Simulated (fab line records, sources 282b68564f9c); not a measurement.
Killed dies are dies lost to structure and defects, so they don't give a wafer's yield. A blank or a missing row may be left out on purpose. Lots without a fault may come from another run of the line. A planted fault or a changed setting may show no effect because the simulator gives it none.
fab line records | flow rit_cmos
record lots=15 wafers=45 last_day=7
route steps=202 shown FOX2@24 NWELL@37 WELLDRIVE@50 PWELL@52 M1@199
lots that met no fault: from a run of the same line without faults
start_h: hours from the record's first day to the start of the lot's first wafer shown | wait_h: hours since the lot's step before | " the same as in the row above | L1.1+2: a row that stands for several wafers | - no value, or no start given | * or withheld: withheld | < > ~ a bound
route shown NAME@n: a module of which the file shows steps, and the number in the route of the first | usual: mean/standard deviation of fault-free wafers | same: alike in all rows | chamber/n: place in a boat | sites: the reading at each site | _std_site: their standard deviation | _edge_site: outer sites' mean less inner sites' | radius_mm: how far each site lies from the wafer's centre | mask NAME#n: copy n | behind: the tool/chamber that last shaped the wafer | hold: why the lot was held/for how many hours/how that ended | device: the transistor (n, p or np) that didn't switch | end of line: the same wafers' tests at the end of the route | a step without rows: its recipe alone | killed: dies lost to structure and defects at the first sort, not the wafer's yield | map: a wafer's dies, x killed, . not, _ none there
set.NAME: the setting as run; set.NAME@STEP: as run at that earlier step | model.NAME: the simulator's own value behind a step, which no gauge read
steps of the route over a sample of lots; a table a step, a row a wafer
services: from which hour (start_h, from the record's first day; less than 0 if before it) a tool's chamber was out of use, for how many hours, and why
## steps
# step RIT_FOX2_THK_MEAS_01
# recipe reads=SiO2_of_FOX2_OXIDATION_00
# usual FOX2_OXIDE_THK=350/6.2
# columns lot.wafer tool chamber start_h wait_h FOX2_OXIDE_THK[nm]
L296.2 film_metro-01 - 18.32 0.0 360
L296.3 " - " " 360
L296.5 " - " " 360
L297.3 film_metro-01 - 24.76 0.0 343
L297.5 " - " " 347
L297.6 " - " " 346
L298.1 film_metro-03 - 28.68 0.0 343
L298.4 " - " " 341
L298.6 " - " " 348
L300.4 film_metro-03 - 38.50 0.0 347
L300.5 " - " " 343
L300.6 " - " " 342
L301.1 film_metro-01 - 43.37 0.0 351
L301.2 " - " " 349
L301.4 " - " " 352
L302.1 film_metro-03 - 48.84 0.0 347
L302.2 " - " " 349
L302.3 " - " " 347
L303.1 film_metro-01 - 53.45 0.0 349
L303.2 " - " " 346
L303.4 " - " " 348
L305.1 film_metro-01 - 63.88 0.0 359
L305.4 " - " " 358
L305.6 " - " " 353
L307.1 film_metro-01 - 74.15 0.0 350
L307.5 " - " " 345
L307.6 " - " " 351
L308.2 film_metro-01 - 78.33 0.0 354
L308.4 " - " " 355
L308.5 " - " " 350
L309.1 film_metro-02 - 83.51 0.0 358
L309.5 " - " " 354
L309.6 " - " " 352
L310.1 film_metro-01 - 88.87 0.0 366
L310.4 " - " " 362
L310.6 " - " " 362
L311.3 film_metro-01 - 93.99 0.0 356
L311.4 " - " " 354
L311.5 " - " " 357
L313.3 film_metro-02 - 104.89 0.0 348
L313.4 " - " " 346
L313.6 " - " " 343
L319.3 film_metro-02 - 134.99 0.0 355
L319.4 " - " " 357
L319.6 " - " " 356
# step RIT_NWELL_STRIP_09
# recipe chemistry=O2 time_s=180 resist=NOVOLAK platen_temp_c=withheld power_w=500 pressure_mtorr=4000 o2_flow_sccm=4000
# usual drypump_motor_current_A=5.7/0.61
# same time_s=180
# columns lot.wafer tool chamber start_h wait_h drypump_motor_current_A rf_hours_counter_h
L296.2 plasma_asher-01 1 20.69 0.1 5.2 38
L296.3 " 1 " " 5.2 -
L296.5 " 0 " " 6.4 -
L297.3 plasma_asher-04 1 27.05 0.1 6.4 -
L297.5 " 0 " " 5.9 -
L297.6 " 1 " " 6.4 -
L298.1 plasma_asher-02 0 31.23 0.1 5.1 25
L298.4 " 0 " " 5.1 -
L298.6 " 0 " " 5.1 -
L300.4 plasma_asher-04 0 40.78 0.1 5.8 -
L300.5 " 1 " " 6.4 -
L300.6 " 0 " " 5.9 -
L301.1 plasma_asher-04 0 45.74 0.1 5.8 37
L301.2 " 1 " " 6.4 37
L301.4 " 0 " " 5.8 -
L302.1 plasma_asher-04 0 51.22 0.1 5.9 38
L302.2 " 1 " " 6.4 38
L302.3 " 0 " " 5.9 -
L303.1 plasma_asher-01 1 55.71 0.1 5.2 42
L303.2 " 0 " " 6.4 42
L303.4 " 1 " " 5.2 -
L305.1 plasma_asher-02 1 66.13 0.1 4.9 28
L305.4 " 1 " " 4.9 -
L305.6 " 0 " " 5.1 -
L307.1 plasma_asher-02 0 76.60 0.1 5.2 29
L307.5 " 0 " " 5.1 -
L307.6 " 1 " " 4.9 -
L308.2 plasma_asher-04 0 80.81 0.1 5.9 41
L308.4 " 1 " " 6.4 -
L308.5 " 1 " " 6.4 -
L309.1 plasma_asher-04 0 85.77 0.1 5.8 41
L309.5 " 0 " " 5.8 -
L309.6 " 1 " " 6.4 -
L310.1 plasma_asher-02 0 91.13 0.1 5.1 31
L310.4 " 1 " " 4.9 -
L310.6 " 0 " " 5.1 -
L311.3 plasma_asher-01 0 96.40 0.1 6.4 -
L311.4 " 1 " " 5.2 -
L311.5 " 1 " " 5.2 -
L313.3 plasma_asher-01 0 107.51 0.1 6.5 -
L313.4 " 1 " " 5.2 -
L313.6 " 0 " " 6.4 -
L319.3 plasma_asher-02 0 137.41 0.1 5.1 -
L319.4 " 1 " " 4.9 -
L319.6 " 1 " " 4.9 -
# step RIT_WELLDRIVE_ANNEAL_00
# recipe temp_c=1100 time_s=14700 ambient=N2
# usual spike_tc_centre_C=1103.3/1.4 spike_tc_load_C=1128/3.7 spike_tc_source_C=1125.1/2.5 tube_center_temp_C=1100/0.099 tube_center_temp_C_max=1103.0/0.49
# same time_s=14700
# columns lot.wafer tool chamber start_h wait_h spike_tc_centre_C spike_tc_load_C spike_tc_source_C tube_center_temp_C tube_center_temp_C_max
L296.2 furnace-01 0 22.60 0.0 1104.2 1129 1125.0 1100 1102.5
L296.3 " 0 " " 1103.6 1127 1123.7 1100 1103.3
L296.5 " 0 " " 1105.4 1127 1124.3 1100.1 1102.8
L297.3 furnace-01 0 28.78 0.0 1103.5 1129 1124.0 1100 1102.4
L297.5 " 0 " " 1103.4 1128 1122.6 1100 1103.2
L297.6 " 0 " " 1104.2 1128 1124.5 1100 1102.2
L298.1 furnace-03 0 33.45 0.4 1102.1 1131 1128.4 1100.1 1102.9
L298.4 " 0 " " 1101.9 1132 1127.3 1100 1103.8
L298.6 " 0 " " 1103.0 1133 1129.2 1100 1103.7
L300.4 furnace-03 0 42.51 0.0 1102.3 1131 1128.0 1100.2 1102.8
L300.5 " 0 " " 1101.4 1132 1127.7 1099.8 1103.8
L300.6 " 0 " " 1102.8 1130 1128.9 1099.9 1103.3
L301.1 furnace-02 0 47.66 0.1 1105.5 1122 1124.1 1100 1103.2
L301.2 " 0 " " 1101.6 1124 1123.0 1100 1102.3
L301.4 " 0 " " 1104.2 1122 1122.7 1099.9 1103.3
L302.1 furnace-03 0 53.01 0.1 1102.1 1132 1128.1 1100.3 1103.7
L302.2 " 0 " " 1101.9 1132 1128.8 1100.2 1102.8
L302.3 " 0 " " 1103.6 1133 1129.0 1100 1103.9
L303.1 furnace-02 0 57.50 0.1 1104.5 1124 1123.7 1100.2 1102.6
L303.2 " 0 " " 1103.7 1124 1123.0 1100 1104.6
L303.4 " 0 " " 1104.9 1123 1123.3 1100 1103.3
L305.1 furnace-03 0 67.95 0.1 1099.8 1133 1128.9 1100.1 1104.0
L305.4 " 0 " " 1100.7 1132 1127.3 1099.9 1102.6
L305.6 " 0 " " 1100.9 1133 1129.9 1100 1102.6
L307.1 furnace-03 0 78.38 0.1 1101.2 1133 1129.3 1099.9 1102.6
L307.5 " 0 " " 1102.4 1132 1128.1 1100.2 1102.8
L307.6 " 0 " " 1102.0 1134 1125.8 1099.8 1103.1
L308.2 furnace-01 0 82.90 0.0 1104.7 1126 1124.1 1100.1 1103.1
L308.4 " 0 " " 1103.6 1130 1126.0 1099.9 1102.8
L308.5 " 0 " " 1102.7 1128 1125.5 1100 1103.5
L309.1 furnace-01 0 87.99 0.2 1118.3 1144 1140.8 1114.8 1117.9
L309.5 " 0 " " 1120.0 1142 1140.0 1115.1 1118.3
L309.6 " 0 " " 1118.4 1143 1140.0 1114.9 1118.0
L310.1 furnace-01 0 93.07 0.2 1119.5 1143 1138.4 1115.1 1119.1
L310.4 " 0 " " 1118.3 1145 1140.8 1115.1 1118.1
L310.6 " 0 " " 1120.2 1143 1138.0 1115.1 1118.2
L311.3 furnace-01 0 98.26 0.0 1118.2 1142 1139.4 1115 1117.5
L311.4 " 0 " " 1118.1 1144 1141.0 1114.9 1118.2
L311.5 " 0 " " 1118.1 1144 1139.3 1115.2 1118.5
L313.3 furnace-02 0 109.36 0.0 1103.4 1123 1121.9 1099.9 1103.3
L313.4 " 0 " " 1104.7 1125 1124.1 1100.1 1102.6
L313.6 " 0 " " 1104.0 1124 1122.7 1099.9 1102.6
L319.3 furnace-02 0 139.14 0.0 1103.3 1123 1123.3 1100.1 1102.8
L319.4 " 0 " " 1102.5 1123 1125.8 1099.9 1103.2
L319.6 " 0 " " 1104.0 1124 1123.3 1100.2 1103.3
# step RIT_WELLDRIVE_RS_MEAS_01
# recipe thk_meas_gauge=four-point-probe
# usual NWELL_RS=278.1/0.75
# columns lot.wafer tool chamber start_h wait_h NWELL_RS[ohm/sq]
L296.2 film_metro-01 - 27.70 0.0 278.5
L296.3 " - " " 278.8
L296.5 " - " " 277.6
L297.3 film_metro-01 - 33.90 0.0 277.5
L297.5 " - " " 278.4
L297.6 " - " " 278.4
L298.1 film_metro-01 - 38.53 0.0 277.3
L298.4 " - " " 278.0
L298.6 " - " " 277.5
L300.4 film_metro-01 - 47.65 0.1 277.6
L300.5 " - " " 277.8
L300.6 " - " " 278.1
L301.1 film_metro-03 - 52.74 0.0 277.3
L301.2 " - " " 277.4
L301.4 " - " " 276.4
L302.1 film_metro-04 - 58.09 0.0 278.6
L302.2 " - " " 279.0
L302.3 " - " " 278.9
L303.1 film_metro-01 - 62.58 0.0 279.0
L303.2 " - " " 279.1
L303.4 " - " " 278.5
L305.1 film_metro-01 - 73.03 0.0 277.2
L305.4 " - " " 277.1
L305.6 " - " " 276.8
L307.1 film_metro-01 - 83.47 0.0 278.0
L307.5 " - " " 278.3
L307.6 " - " " 277.8
L308.2 film_metro-04 - 88.01 0.0 278.6
L308.4 " - " " 277.7
L308.5 " - " " 278.9
L309.1 film_metro-04 - 93.07 0.0 261.4
L309.5 " - " " 260.7
L309.6 " - " " 261.5
L310.1 film_metro-01 - 98.15 0.0 262.4
L310.4 " - " " 263.4
L310.6 " - " " 262.2
L311.3 film_metro-03 - 103.38 0.0 260.4
L311.4 " - " " 261.3
L311.5 " - " " 262.1
L313.3 film_metro-03 - 114.49 0.0 278.7
L313.4 " - " " 278.9
L313.6 " - " " 278.8
L319.3 film_metro-01 - 144.26 0.0 277.9
L319.4 " - " " 278.2
L319.6 " - " " 278.3
# step RIT_WELLDRIVE_RS_MEAS_02
# recipe thk_meas_gauge=four-point-probe
# usual PWELL_RS=429.8/1.5
# columns lot.wafer tool chamber start_h wait_h PWELL_RS[ohm/sq]
L296.2 film_metro-01 - 27.82 0.1 430.4
L296.3 " - " " 430.5
L296.5 " - " " 428.3
L297.3 film_metro-01 - 34.02 0.1 429.9
L297.5 " - " " 430.8
L297.6 " - " " 431.5
L298.1 film_metro-01 - 38.65 0.1 427.6
L298.4 " - " " 427.5
L298.6 " - " " 425.2
L300.4 film_metro-01 - 47.77 0.1 431.5
L300.5 " - " " 431.4
L300.6 " - " " 430.0
L301.1 film_metro-03 - 52.86 0.1 429.1
L301.2 " - " " 429.8
L301.4 " - " " 428.8
L302.1 film_metro-04 - 58.21 0.1 430.1
L302.2 " - " " 430.6
L302.3 " - " " 429.4
L303.1 film_metro-01 - 62.70 0.1 428.4
L303.2 " - " " 428.0
L303.4 " - " " 430.1
L305.1 film_metro-01 - 73.15 0.1 429.3
L305.4 " - " " 431.8
L305.6 " - " " 430.4
L307.1 film_metro-01 - 83.59 0.1 428.8
L307.5 " - " " 429.7
L307.6 " - " " 429.3
L308.2 film_metro-04 - 88.13 0.1 429.6
L308.4 " - " " 429.0
L308.5 " - " " 429.6
L309.1 film_metro-04 - 93.19 0.1 416.5
L309.5 " - " " 416.5
L309.6 " - " " 415.8
L310.1 film_metro-01 - 98.27 0.1 413.4
L310.4 " - " " 413.7
L310.6 " - " " 414.0
L311.3 film_metro-03 - 103.50 0.1 412.3
L311.4 " - " " 413.6
L311.5 " - " " 414.1
L313.3 film_metro-03 - 114.61 0.1 429.8
L313.4 " - " " 428.4
L313.6 " - " " 431.0
L319.3 film_metro-01 - 144.38 0.1 429.0
L319.4 " - " " 428.5
L319.6 " - " " 428.9
# step RIT_M1_CD_MEAS_90
# recipe target_cd_nm=2600
# usual cd_nm=2599.5/2.8
# columns lot.wafer tool chamber start_h wait_h cd_nm
L296.2 cd_sem-02 - 54.99 0.1 2596.7
L296.3 " - " " 2600.0
L296.5 " - " " 2603.7
L297.3 cd_sem-01 - 60.78 0.1 2601.0
L297.5 " - " " 2603.8
L297.6 " - " " 2597.4
L298.1 cd_sem-01 - 64.79 0.1 2596.5
L298.4 " - " " 2595.8
L298.6 " - " " 2601.6
L300.4 cd_sem-01 - 74.36 0.1 2597.1
L300.5 " - " " 2598.4
L300.6 " - " " 2604.3
L301.1 cd_sem-01 - 80.77 0.1 2603.7
L301.2 " - " " 2598.2
L301.4 " - " " 2599.6
L302.1 cd_sem-02 - 86.47 0.1 2604.4
L302.2 " - " " 2598.3
L302.3 " - " " 2597.1
L303.1 cd_sem-02 - 89.65 0.1 2601.8
L303.2 " - " " 2598.2
L303.4 " - " " 2600.5
L305.1 cd_sem-02 - 100.86 0.1 2598.7
L305.4 " - " " 2600.7
L305.6 " - " " 2598.3
L307.1 cd_sem-02 - 109.88 0.1 2603.6
L307.5 " - " " 2596.5
L307.6 " - " " 2601.9
L308.2 cd_sem-02 - 114.91 0.1 2597.5
L308.4 " - " " 2597.8
L308.5 " - " " 2598.1
L309.1 cd_sem-02 - 121.23 0.1 2596.1
L309.5 " - " " 2595.7
L309.6 " - " " 2593.4
L310.1 cd_sem-02 - 124.98 0.1 2598.9
L310.4 " - " " 2600.9
L310.6 " - " " 2595.4
L311.3 cd_sem-02 - 129.76 0.1 2598.8
L311.4 " - " " 2600.0
L311.5 " - " " 2599.1
L313.3 cd_sem-02 - 141.48 0.1 2604.1
L313.4 " - " " 2605.4
L313.6 " - " " 2606.0
L319.3 cd_sem-02 - 175.06 0.1 2600.7
L319.4 " - " " 2597.1
L319.6 " - " " 2600.0
# step RIT_M1_PROBE_99
# usual killed_at_contacts=0.1/0.29 killed_at_front_end=7/3 killed_dies=7/3 killed_open=3.5/2 killed_short=3.4/2
# same gross_dies=264 killed_at_M0_to_M3=0 killed_at_M4_up=0 killed_at_back_side=0 killed_at_other=0
# columns lot.wafer tool chamber start_h wait_h killed_at_contacts killed_at_front_end killed_dies killed_open killed_short
L296.2 prober-01 - 56.76 0.1 0 6 6 2 4
L296.3 prober-01 - 56.81 0.2 0 9 9 3 6
L296.5 prober-01 - 56.91 0.2 0 9 9 4 5
L308.2 prober-01 - 116.68 0.1 0 9 9 3 6
L308.4 prober-01 - 116.78 0.2 1 4 5 2 3
L308.5 prober-01 - 116.83 0.2 0 9 9 6 3
L309.1 prober-02 - 122.97 0.1 0 16 16 6 10
L309.5 prober-02 - 123.17 0.2 1 6 7 3 4
L309.6 prober-02 - 123.22 0.2 0 6 6 3 3
L311.3 prober-02 - 131.56 0.2 0 2 2 0 2
L311.4 prober-02 - 131.61 0.2 0 5 5 1 4
L311.5 prober-02 - 131.66 0.2 0 2 2 1 1
L313.3 prober-02 - 143.28 0.2 0 4 4 3 1
L313.4 prober-02 - 143.33 0.2 1 6 7 3 4
L313.6 prober-02 - 143.43 0.2 0 9 9 7 2
# killed by level:class
L296.2 SILICIDE:geometric_particle:short=2 FOX2:geometric_particle:open=1 REOX:geometric_particle:short=1 SPACER:geometric_particle:short=1 SPACER:geometric_particle:open=1
L296.3 REOX:geometric_particle:short=3 FOX2:geometric_particle:short=1 GATE:geometric_particle:open=1 GATE:geometric_particle:short=1 REOX:geometric_particle:open=1 SPACER:geometric_particle:short=1 SILICIDE:geometric_particle:open=1
L296.5 GATE:geometric_particle:open=3 GATE:geometric_particle:short=2 SPACER:geometric_particle:short=2 FOX1:geometric_particle:short=1 FOX1:geometric_particle:open=1
L308.2 GATE:geometric_particle:short=4 SILICIDE:geometric_particle:short=2 FOX1:geometric_particle:open=1 GATE:geometric_particle:open=1 SPACER:geometric_particle:open=1
L308.4 SILICIDE:geometric_particle:short=2 GATE:geometric_particle:open=1 SILICIDE:geometric_particle:open=1 CONTACT:geometric_particle:short=1
L308.5 GATE:geometric_particle:open=2 SILICIDE:geometric_particle:open=2 FOX1:geometric_particle:open=1 FOX2:geometric_particle:short=1 REOX:geometric_particle:open=1 REOX:geometric_particle:short=1 SILICIDE:geometric_particle:short=1
L309.1 GATE:geometric_particle:short=7 GATE:geometric_particle:open=3 REOX:geometric_particle:short=2 SPACER:geometric_particle:open=2 FOX2:geometric_particle:short=1 REOX:geometric_particle:open=1
L309.5 REOX:geometric_particle:short=2 FOX2:geometric_particle:short=1 GATE:geometric_particle:open=1 REOX:geometric_particle:open=1 SILICIDE:geometric_particle:open=1 CONTACT:geometric_particle:short=1
L309.6 REOX:geometric_particle:short=2 SPACER:geometric_particle:open=2 GATE:geometric_particle:short=1 GATE:geometric_particle:open=1
L311.3 GATE:geometric_particle:short=1 SILICIDE:geometric_particle:short=1
L311.4 SILICIDE:geometric_particle:short=2 FOX1:geometric_particle:short=1 GATE:geometric_particle:short=1 SPACER:geometric_particle:open=1
L311.5 SILICIDE:geometric_particle:short=1 SILICIDE:geometric_particle:open=1
L313.3 REOX:geometric_particle:open=3 GATE:geometric_particle:short=1
L313.4 GATE:geometric_particle:short=1 REOX:geometric_particle:short=1 REOX:geometric_particle:open=1 SPACER:geometric_particle:short=1 SILICIDE:geometric_particle:open=1 SILICIDE:geometric_particle:short=1 CONTACT:geometric_particle:open=1
L313.6 REOX:geometric_particle:open=3 SPACER:geometric_particle:open=2 GATE:geometric_particle:open=1 REOX:geometric_particle:short=1 SILICIDE:geometric_particle:open=1 SILICIDE:geometric_particle:short=1
## services
# columns tool chamber start_h hours kind
furnace-03 - 6.07 5.3 repair
furnace-01 - 17.59 3.1 pm
plasma_asher-02 - 106.27 1.4 repair
plasma_asher-01 - 108.75 9.0 pm
plasma_asher-01 0 108.75 9.0 vent_cycle
plasma_asher-01 1 108.75 9.0 vent_cycle
furnace-02 - 114.45 3.5 pm
furnace-02 - 115.64 4.0 repair
plasma_asher-01 0 117.75 - clean
plasma_asher-01 1 117.75 - clean
## key
first_sign step=RIT_WELLDRIVE_ANNEAL_00 reading=tube_center_temp_C direction=up sigmas=99+ usual=* struck=*
effect step=RIT_WELLDRIVE_ANNEAL_00 reading=tube_center_temp_C_max direction=up sigmas=31 usual=* struck=*
effect step=RIT_WELLDRIVE_RS_MEAS_01 reading=NWELL_RS direction=down sigmas=22 usual=278.1 struck=261.7
effect step=RIT_WELLDRIVE_RS_MEAS_02 reading=PWELL_RS direction=down sigmas=10 usual=429.8 struck=414.4
met_at RIT_WELLDRIVE_ANNEAL_00
struck_lots L309,L310,L311
tester_left_out L309,L310,L311
not_acting_at RIT_FOX2_THK_MEAS_01,RIT_NWELL_STRIP_09,RIT_M1_CD_MEAS_90
fault kind=process_parameter_drift tool=furnace-01 chamber=- onset_h=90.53 steps=RIT_WELLDRIVE_ANNEAL_00 channel=temp_c offset=* shape=step end_h=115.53 acts_in=* stated=*
# tester_left_out: of these lots the tester's yield and bins aren't shown, on N5 and GAA mostly nor the transistor test; their killed dies are dies lost to structure and defects alone, not to doping, threshold or leakage, so they don't give the yield
